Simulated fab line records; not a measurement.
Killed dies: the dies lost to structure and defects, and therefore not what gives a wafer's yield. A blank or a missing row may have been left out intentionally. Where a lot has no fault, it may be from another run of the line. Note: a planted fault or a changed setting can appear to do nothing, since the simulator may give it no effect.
Comparing a struck lot with a sound one -- flow ritCmos -- 15 out of 202 route steps
Sound: the wafers L930.1, L930.2, L930.5. Struck: wafer L926.6. (L926.1, L926.5 of the same lot were not struck and are left out.) The cause comes at the end.
Each step with rows lists, per side, the tool, then ch with its chambers, then its first start. Under that, the readings that differ: sound wafers -- struck wafers -- difference of the means -- sigmas: that difference in standard deviations of wafers without a fault.
alike: same words and numbers on both sides, and readings whose means sit less than 2 such deviations apart. not compared: any withheld reading, any reading some wafer has no value for, any bound like >300 that may hide the same value, and any number with overlapping values for which the record gives no deviation.
The two part at a step that has a row with sigmas, a row that says differs or no value, or rows on one side only. When numbers do not overlap yet have no deviation, they are printed without sigmas and do not part them. A reading missing from all wafers of one side parts the sides only when that side holds two or more wafers.

RIT_M1_SPUTTER_00: material Al, target thk 400 nm, time 500 s.
  sound: pvdSputter-04 at day 6 18:56; struck: pvdSputter-02 at day 6 02:14
  alike: throttleValvePct
RIT_M1_RS_MEAS_01: the measuring method here is four-point-probe.
  sound: filmMetro-03 at day 6 19:14; struck: filmMetro-03 at day 6 02:32
  alike: M1_AL_RS
RIT_M1_THK_MEAS_02: measures by xrf.
  sound: filmMetro-03 at day 6 19:22; struck: filmMetro-03 at day 6 02:40
  alike: M1_AL_THK
then, 6 steps without rows for these wafers: RIT_M1_HMDS_03 (prime time 60 s); RIT_M1_COAT_04 (resist thk 1300 nm); RIT_M1_SOFTBAKE_05 (time 60 s); RIT_M1_EXPOSE_06 (exposes mask M12, target cd 2600 nm); RIT_M1_PEB_07; RIT_M1_DEVELOP_08 (develop time 64.68 s).
RIT_M1_CD_MEAS_09 targets a cd of 2600 nm.
  sound: cdSem-01 at day 6 20:26; struck: cdSem-01 at day 6 03:45
  alike: cdNm
RIT_M1_OVL_MEAS_10:
  sound: overlay-01 at day 6 20:34; struck: overlay-02 at day 6 03:52
  alike: M1_OVL
then, 1 step without rows for these wafers: RIT_M1_HARDBAKE_11 (time 120 s).
RIT_M1_METAL_ETCH_12: etches Al in Cl2/BCl3, stops on SiO2, time 165 s, target depth 600 nm.
  sound on rieMetal-01 ch 0,1, day 6 20:50; struck on rieMetal-03 ch 0, day 6 04:20
reading,sound,struck,difference,sigmas
oesProductAu (a.u.),0.760 0.770 0.756,0.785,+0.023,+2
model.NOVOLAK_of_M1_COAT_04.thkNm (nm),810.4 809.7 806.4,698,-111,
  alike: drypumpMotorCurrentA, throttleValvePct
  not compared: rfHoursCounterH, model.SiO2_of_CONTACT_CVD_00.thkNm, model.M1.featureDepthNm
then, 1 step without rows for these wafers: RIT_M1_STRIP_13 (strips in nmp, time 600 s).
RIT_M1_PROBE_99:
  sound: prober-02 at day 6 23:07; struck: prober-02 at day 6 06:50
reading,sound,struck,difference,sigmas
sort_bin_3_pad_short (%),0 0 0,0.4,+0.4,+2
model.etest.antennaM1.vtShiftV (V),-0.01375 -0.01124 -0.01444,-0.02642,-0.01328,
  alike: defectLimitedYield, killedAtFrontEnd, killedDies, killedOpen, killedShort, sort_bin_5_function, sort_bin_6_memory, sortNPass, sortYieldPct

== WHERE THEY PART ==
Last at RIT_M1_PROBE_99 as far as this record goes, first at RIT_M1_METAL_ETCH_12.

WHY: what the simulator had put in
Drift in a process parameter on rieMetal-03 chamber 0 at RIT_M1_METAL_ETCH_12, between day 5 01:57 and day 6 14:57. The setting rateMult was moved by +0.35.
